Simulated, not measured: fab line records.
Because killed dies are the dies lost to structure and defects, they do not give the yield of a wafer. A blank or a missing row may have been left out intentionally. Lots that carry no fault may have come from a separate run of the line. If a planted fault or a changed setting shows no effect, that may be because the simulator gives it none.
Matching of chambers + flow berkeley_cmos170 + UCB170_V2_CMP_02 on cmp-02 has 4 sister chambers
The step polishes SiO2. 16 wafers are shown with their chamber, then 8 later ones without.

## WAFERS WITH THEIR CHAMBER
| wafer  | chamber | motor_current_A (A) | slurry_flow_ml_min |
|--------|---------|---------------------|--------------------|
| L816.2 | 3       | 18.2                | 150.0              |
| L816.3 | 1       | 16.8                | 150.3              |
| L816.6 | 1       | 16.9                | 150.3              |
| L823.3 | 0       | 16.8                | 149.7              |
| L823.4 | 2       | 15.3                | 150.1              |
| L823.5 | 1       | 16.4                | 149.8              |
| L828.2 | 1       | 16.3                | 149.2              |
| L828.4 | 2       | 15.4                | 149.8              |
| L828.5 | 2       | 14.9                | 150.1              |
| L831.3 | 3       | 18.1                | 150.1              |
| L831.4 | 0       | 17.0                | 150.0              |
| L831.6 | 2       | 15.1                | 150.3              |
| L832.4 | 1       | 16.3                | 149.8              |
| L832.5 | 1       | 16.1                | 149.7              |
| L832.6 | 2       | 15.4                | 150.9              |
| L834.3 | 2       | 15.3                | 150.2              |

SIGNATURES (means of the wafers above)
| reading            | chamber 0 | chamber 1 | chamber 2 | chamber 3 | scatter within a chamber |
|--------------------|-----------|-----------|-----------|-----------|--------------------------|
| motor_current_A    | 16.900    | 16.467    | 15.233    | 18.150    | 0.244                    |
| slurry_flow_ml_min | 149.850   | 149.850   | 150.233   | 150.050   | 0.363                    |
Rule: distance of a wafer from a chamber = root of the sum over the readings of ((wafer's reading minus chamber's mean) / reading's scatter) squared. The wafer belongs to the nearest chamber; if the next one is less than 2 further off, it can't be placed. The scatter: take each reading less its chamber's mean, square it, sum over the shown wafers, divide by the number of wafers less the number of chambers, and take the root.

## WAFERS WITHOUT THEIR CHAMBER
| wafer  | motor_current_A (A) | slurry_flow_ml_min |
|--------|---------------------|--------------------|
| L834.4 | 17.4                | 149.6              |
| L834.6 | 18.3                | 149.8              |
| L835.1 | 15.7                | 150.9              |
| L835.4 | 16.9                | 149.9              |
| L835.6 | 17.2                | 149.8              |
| L838.2 | 15.1                | 151.0              |
| L838.5 | 18.4                | 150.2              |
| L838.6 | 15.3                | 150.7              |

## CHAMBER TAKEN BY EACH
| wafer  | from the rows above          | in truth |
|--------|------------------------------|----------|
| L834.4 | can't be placed: 0 or 3 or 1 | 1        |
| L834.6 | 3                            | 3        |
| L835.1 | can't be placed: 2 or 1      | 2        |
| L835.4 | can't be placed: 0 or 1      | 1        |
| L835.6 | can't be placed: 0 or 1      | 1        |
| L838.2 | 2                            | 2        |
| L838.5 | 3                            | 3        |
| L838.6 | 2                            | 2        |
Correct placement for 4 of the 8. Cannot be placed on the basis of these rows: 4; the candidates contain the true chamber in 4. Placed wrongly: 0.
